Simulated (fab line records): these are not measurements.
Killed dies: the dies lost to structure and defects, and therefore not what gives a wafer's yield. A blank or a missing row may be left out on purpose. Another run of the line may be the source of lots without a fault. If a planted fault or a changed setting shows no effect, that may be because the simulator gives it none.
Split-lot experiment / flow rit cmos / 5 wafers read from 2 lots, route of 202 steps

== THE SPLIT ==
At RIT_M1_ANNEAL_15 (time 1800 s), the setting time s was moved away from the recipe's 1800 s on 2 of the 5 wafers read, by -8.0%. This setting was run at the recipe's value on the other wafers.

There is no step in the file separating the split from the reading.

== THE READING ==
etest.pmos_0p15.r on ohm um (the simulator's own value, which no gauge read), at RIT_M1_PROBE_99. The file gives no usual value for it. The 3 wafers here that ran the recipe average 2833, standard deviation 44.

wafer=L083.4; tool, chamber at the split=-, -; time s as run, s=1656; against the recipe=-8.0%; etest.pmos_0p15.r on ohm um=1813; against lot-mates on the recipe=no lot-mate on the recipe
wafer=L083.5; tool, chamber at the split=-, -; time s as run, s=1656; against the recipe=-8.0%; etest.pmos_0p15.r on ohm um=1863; against lot-mates on the recipe=no lot-mate on the recipe
wafer=L084.3; tool, chamber at the split=-, -; time s as run, s=1800; against the recipe=recipe; etest.pmos_0p15.r on ohm um=2786; against lot-mates on the recipe=-
wafer=L084.4; tool, chamber at the split=-, -; time s as run, s=1800; against the recipe=recipe; etest.pmos_0p15.r on ohm um=2892; against lot-mates on the recipe=-
wafer=L084.6; tool, chamber at the split=-, -; time s as run, s=1800; against the recipe=recipe; etest.pmos_0p15.r on ohm um=2820; against lot-mates on the recipe=-

FIT RESULTS
A straight line over all 5 wafers: etest.pmos_0p15.r on ohm um changes by +124 for each +1% of time s; r = +1.00; the points scatter about the line by 49.
Too few moved wafers have a lot-mate on the recipe to fit a line with each lot's own level taken away.

== THE WHOLE CHAIN: every reading that the file lists as answering this split, in the file's order ==
step=RIT_M1_PROBE_99; what it does=; reading=etest.pmos turned.r on ohm um (the simulator's own value, which no gauge read); change (the file's fit)=+128 for each +1% of the setting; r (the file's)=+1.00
step=RIT_M1_PROBE_99; what it does=; reading=etest.pmos_0p15.r on ohm um (the simulator's own value, which no gauge read); change (the file's fit)=+124 for each +1% of the setting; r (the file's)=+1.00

== THE FILE'S OWN FIT ==
etest.pmos_0p15.r on ohm um changes by +124 for each +1% of time s, r = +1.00.
